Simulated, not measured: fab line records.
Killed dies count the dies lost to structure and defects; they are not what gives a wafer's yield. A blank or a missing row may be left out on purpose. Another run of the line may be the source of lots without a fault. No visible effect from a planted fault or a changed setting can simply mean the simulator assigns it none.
Which tool is to blame? / flow rit_cmos / Sampling: 14 lots, 42 wafers, 5 of 202 route steps

== WHAT THE GAUGES SHOWED, per wafer ==
RIT_FOX2_THK_MEAS_01. Usual: for FOX2_OXIDE_THK the level is 352 nm and the standard deviation is 5.2.
lot=L685; measured=day 1 22:32; on=film_metro-04; FOX2_OXIDE_THK (nm)=357 360 358; flag=
lot=L686; measured=day 2 02:30; on=film_metro-04; FOX2_OXIDE_THK (nm)=343 343 349; flag=
lot=L687; measured=day 2 06:44; on=film_metro-04; FOX2_OXIDE_THK (nm)=357 362 361; flag=
lot=L689; measured=day 2 16:44; on=film_metro-01; FOX2_OXIDE_THK (nm)=351 356 352; flag=
lot=L690; measured=day 2 20:50; on=film_metro-04; FOX2_OXIDE_THK (nm)=343 352 353; flag=
lot=L693; measured=day 3 13:35; on=film_metro-01; FOX2_OXIDE_THK (nm)=354 353 355; flag=
lot=L694; measured=day 3 19:56; on=film_metro-01; FOX2_OXIDE_THK (nm)=359 354 356; flag=
lot=L695; measured=day 3 23:01; on=film_metro-01; FOX2_OXIDE_THK (nm)=352 355 353; flag=
lot=L701; measured=day 5 04:25; on=film_metro-01; FOX2_OXIDE_THK (nm)=342 338 347; flag=
lot=L704; measured=day 5 18:01; on=film_metro-04; FOX2_OXIDE_THK (nm)=353 349 354; flag=
lot=L705; measured=day 5 22:35; on=film_metro-03; FOX2_OXIDE_THK (nm)=347 352 350; flag=
lot=L706; measured=day 6 04:53; on=film_metro-03; FOX2_OXIDE_THK (nm)=352 355 351; flag=
lot=L707; measured=day 6 09:57; on=film_metro-03; FOX2_OXIDE_THK (nm)=356 356 352; flag=
lot=L708; measured=day 6 15:13; on=film_metro-01; FOX2_OXIDE_THK (nm)=353 356 356; flag=

RIT_FOX2_THK_MEAS_90. Usual: for FIELD_OXIDE_LEFT_1_THK the level is 325 nm and the standard deviation is 5.1.
lot=L685; measured=day 1 23:25; on=film_metro-04; FIELD_OXIDE_LEFT_1_THK (nm)=330 332 330; flag=
lot=L686; measured=day 2 03:23; on=film_metro-03; FIELD_OXIDE_LEFT_1_THK (nm)=316 315 322; flag=
lot=L687; measured=day 2 07:41; on=film_metro-04; FIELD_OXIDE_LEFT_1_THK (nm)=329 335 334; flag=
lot=L689; measured=day 2 17:37; on=film_metro-03; FIELD_OXIDE_LEFT_1_THK (nm)=324 329 325; flag=
lot=L690; measured=day 2 21:43; on=film_metro-04; FIELD_OXIDE_LEFT_1_THK (nm)=315 324 325; flag=
lot=L693; measured=day 3 14:28; on=film_metro-03; FIELD_OXIDE_LEFT_1_THK (nm)=326 326 328; flag=
lot=L694; measured=day 3 20:49; on=film_metro-01; FIELD_OXIDE_LEFT_1_THK (nm)=331 326 329; flag=
lot=L695; measured=day 3 23:53; on=film_metro-04; FIELD_OXIDE_LEFT_1_THK (nm)=325 328 326; flag=
lot=L701; measured=day 5 05:18; on=film_metro-04; FIELD_OXIDE_LEFT_1_THK (nm)=315 311 319; flag=
lot=L704; measured=day 5 18:53; on=film_metro-01; FIELD_OXIDE_LEFT_1_THK (nm)=325 322 326; flag=
lot=L705; measured=day 5 23:28; on=film_metro-04; FIELD_OXIDE_LEFT_1_THK (nm)=320 325 324; flag=
lot=L706; measured=day 6 05:55; on=film_metro-04; FIELD_OXIDE_LEFT_1_THK (nm)=325 328 323; flag=
lot=L707; measured=day 6 10:50; on=film_metro-01; FIELD_OXIDE_LEFT_1_THK (nm)=328 328 325; flag=
lot=L708; measured=day 6 16:14; on=film_metro-04; FIELD_OXIDE_LEFT_1_THK (nm)=325 328 328; flag=

RIT_PRETRO_OVL_MEAS_06. Usual: for PRETRO_OVL the level is 0.7 nm and the standard deviation is 1.4.
lot=L685; measured=day 2 10:36; on=overlay-01; PRETRO_OVL (nm)=1.8 1.0 2.1; flag=
lot=L686; measured=day 2 15:46; on=overlay-01; PRETRO_OVL (nm)=0.2 1.4 0.6; flag=
lot=L687; measured=day 2 19:53; on=overlay-01; PRETRO_OVL (nm)=2.3 1.6 1.0; flag=
lot=L689; measured=day 3 05:59; on=overlay-02; PRETRO_OVL (nm)=-1.3 0.8 1.4; flag=
lot=L690; measured=day 3 09:18; on=overlay-01; PRETRO_OVL (nm)=3.3 0.0 2.3; flag=
lot=L693; measured=day 4 02:25; on=overlay-01; PRETRO_OVL (nm)=2.9 0.6 0.7; flag=
lot=L694; measured=day 4 08:11; on=overlay-01; PRETRO_OVL (nm)=0.0 -1.1 1.2; flag=
lot=L695; measured=day 4 11:26; on=overlay-01; PRETRO_OVL (nm)=0.7 1.7 1.7; flag=
lot=L701; measured=day 5 16:55; on=overlay-01; PRETRO_OVL (nm)=2.7 3.6 2.5; flag=
lot=L704; measured=day 6 07:23; on=overlay-02; PRETRO_OVL (nm)=0.7 0.6 1.5; flag=
lot=L705; measured=day 6 10:37; on=overlay-01; PRETRO_OVL (nm)=0.9 1.5 2.1; flag=
lot=L706; measured=day 6 17:04; on=overlay-01; PRETRO_OVL (nm)=0.7 0.3 1.3; flag=
lot=L707; measured=day 6 22:46; on=overlay-02; PRETRO_OVL (nm)=0.8 2.0 2.2; flag=
lot=L708; measured=day 7 03:53; on=overlay-02; PRETRO_OVL (nm)=0.8 1.0 1.4; flag=

RIT_GATE_THK_MEAS_09. Usual: for GATE_POLY_THK the level is 249.3 nm and the standard deviation is 2.4.
lot=L685; measured=day 2 17:34; on=film_metro-01; GATE_POLY_THK (nm)=250.7 250.0 249.9; flag=
lot=L686; measured=day 2 19:59; on=film_metro-01; GATE_POLY_THK (nm)=252.0 252.2 251.1; flag=
lot=L687; measured=day 3 01:47; on=film_metro-03; GATE_POLY_THK (nm)=253.0 252.4 252.6; flag=
lot=L689; measured=day 3 10:59; on=film_metro-04; GATE_POLY_THK (nm)=250.7 250.2 250.5; flag=
lot=L690; measured=day 3 18:01; on=film_metro-01; GATE_POLY_THK (nm)=249.1 250.9 250.9; flag=
lot=L693; measured=day 4 10:16; on=film_metro-04; GATE_POLY_THK (nm)=250.3 252.6 248.6; flag=
lot=L694; measured=day 4 15:34; on=film_metro-04; GATE_POLY_THK (nm)=247.6 246.4 245.9; flag=
lot=L695; measured=day 4 18:38; on=film_metro-04; GATE_POLY_THK (nm)=249.1 248.0 251.1; flag=
lot=L701; measured=day 5 21:05; on=film_metro-04; GATE_POLY_THK (nm)=248.6 248.6 249.8; flag=
lot=L704; measured=day 6 11:36; on=film_metro-01; GATE_POLY_THK (nm)=122.4 119.7 123.0; flag=OFF
lot=L705; measured=day 6 16:32; on=film_metro-01; GATE_POLY_THK (nm)=121.1 125.0 122.2; flag=OFF
lot=L706; measured=day 6 21:34; on=film_metro-01; GATE_POLY_THK (nm)=248.8 249.7 249.8; flag=
lot=L707; measured=day 7 05:31; on=film_metro-04; GATE_POLY_THK (nm)=253.3 253.0 253.6; flag=
lot=L708; measured=day 7 08:15; on=film_metro-01; GATE_POLY_THK (nm)=253.7 252.6 253.2; flag=

== WHICH TOOL RAN EACH LOT (tool, then ch and the chambers of the sampled wafers, then the start) ==
lot=L685; RIT_GATE_CVD_08=lpcvd-01 ch 0, day 2 15:56
lot=L686; RIT_GATE_CVD_08=lpcvd-02 ch 0, day 2 18:22
lot=L687; RIT_GATE_CVD_08=lpcvd-02 ch 0, day 3 00:10
lot=L689; RIT_GATE_CVD_08=lpcvd-02 ch 1, day 3 09:22
lot=L690; RIT_GATE_CVD_08=lpcvd-02 ch 0, day 3 16:23
lot=L693; RIT_GATE_CVD_08=lpcvd-02 ch 0, day 4 08:40
lot=L694; RIT_GATE_CVD_08=lpcvd-02 ch 1, day 4 13:58
lot=L695; RIT_GATE_CVD_08=lpcvd-02 ch 0, day 4 16:59
lot=L701; RIT_GATE_CVD_08=lpcvd-01 ch 0, day 5 19:28
lot=L704; RIT_GATE_CVD_08=lpcvd-02 ch 0, day 6 09:58
lot=L705; RIT_GATE_CVD_08=lpcvd-02 ch 0, day 6 14:55
lot=L706; RIT_GATE_CVD_08=lpcvd-01 ch 1, day 6 19:56
lot=L707; RIT_GATE_CVD_08=lpcvd-01 ch 1, day 7 03:53
lot=L708; RIT_GATE_CVD_08=lpcvd-01 ch 1, day 7 06:38
- RIT_GATE_CVD_08: deposits poly-Si from SiH4, target thk 250 nm, time 2220 s.

== AS READ BY THE TOOLS THEMSELVES (means over the sampled wafers that have a number; for cases with no such wafer, the mark the record gives instead) ==
RIT_GATE_CVD_08. Usual: sih4_flow_sccm 100.04 sccm, standard deviation 0.28.
lot=L685; tool=lpcvd-01; sih4_flow_sccm (sccm)=99.78; flag=
lot=L686; tool=lpcvd-02; sih4_flow_sccm (sccm)=99.99; flag=
lot=L687; tool=lpcvd-02; sih4_flow_sccm (sccm)=100.16; flag=
lot=L689; tool=lpcvd-02; sih4_flow_sccm (sccm)=100.31; flag=
lot=L690; tool=lpcvd-02; sih4_flow_sccm (sccm)=99.57; flag=
lot=L693; tool=lpcvd-02; sih4_flow_sccm (sccm)=100.00; flag=
lot=L694; tool=lpcvd-02; sih4_flow_sccm (sccm)=100.00; flag=
lot=L695; tool=lpcvd-02; sih4_flow_sccm (sccm)=100.06; flag=
lot=L701; tool=lpcvd-01; sih4_flow_sccm (sccm)=100.47; flag=
lot=L704; tool=lpcvd-02; sih4_flow_sccm (sccm)=50.16; flag=OFF
lot=L705; tool=lpcvd-02; sih4_flow_sccm (sccm)=50.34; flag=OFF
lot=L706; tool=lpcvd-01; sih4_flow_sccm (sccm)=100.10; flag=
lot=L707; tool=lpcvd-01; sih4_flow_sccm (sccm)=99.95; flag=
lot=L708; tool=lpcvd-01; sih4_flow_sccm (sccm)=99.90; flag=

== THE ANSWER, worked out from the rows above alone ==
Rule: a lot counts as off when the mean over its wafers that have a number is more than 3 standard deviations away from the usual mean. A lot without any number at a reading at which 4 lots or more have one is off too. Any other lot the step has rows for is counted as sound. After the gauges, taken in route order, come the tools' own readings; for these a lot's mean is taken, as printed above. The first step at which some lot is off is used, and at that step the reading that is off furthest; a lot without a number counts as furthest.
Off: at RIT_GATE_THK_MEAS_09 (GATE_POLY_THK), L704, L705.
If a tool, at a process step before that reading, ran all the lots that are off and no sound lot after the first of them, it fits. The gauges at RIT_GATE_THK_MEAS_09 aren't tried: what is off there is off at RIT_GATE_CVD_08 too, on other tools, and a gauge's error can't cause that. One fits: RIT_GATE_CVD_08 on lpcvd-02. A fault onset in the window from L695 (day 4 16:59, its last sound lot) to L704 (day 6 09:58, its first lot off) fits.
The tool's own readings at RIT_GATE_CVD_08 bear it out: on the lots that are off they differ by more than 5 times the standard deviation of the sound lots' means. sih4_flow_sccm reads 50.25 sccm there against 100.02 sccm on the sound lots.

== WHAT HAD BEEN PUT IN BY THE SIMULATOR ==
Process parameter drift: lpcvd-02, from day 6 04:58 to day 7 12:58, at RIT_GATE_CVD_08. Setting sih4_flow_sccm shifted by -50 from 100.
Lots struck among those shown: L704, L705. Same finding as the rule above.
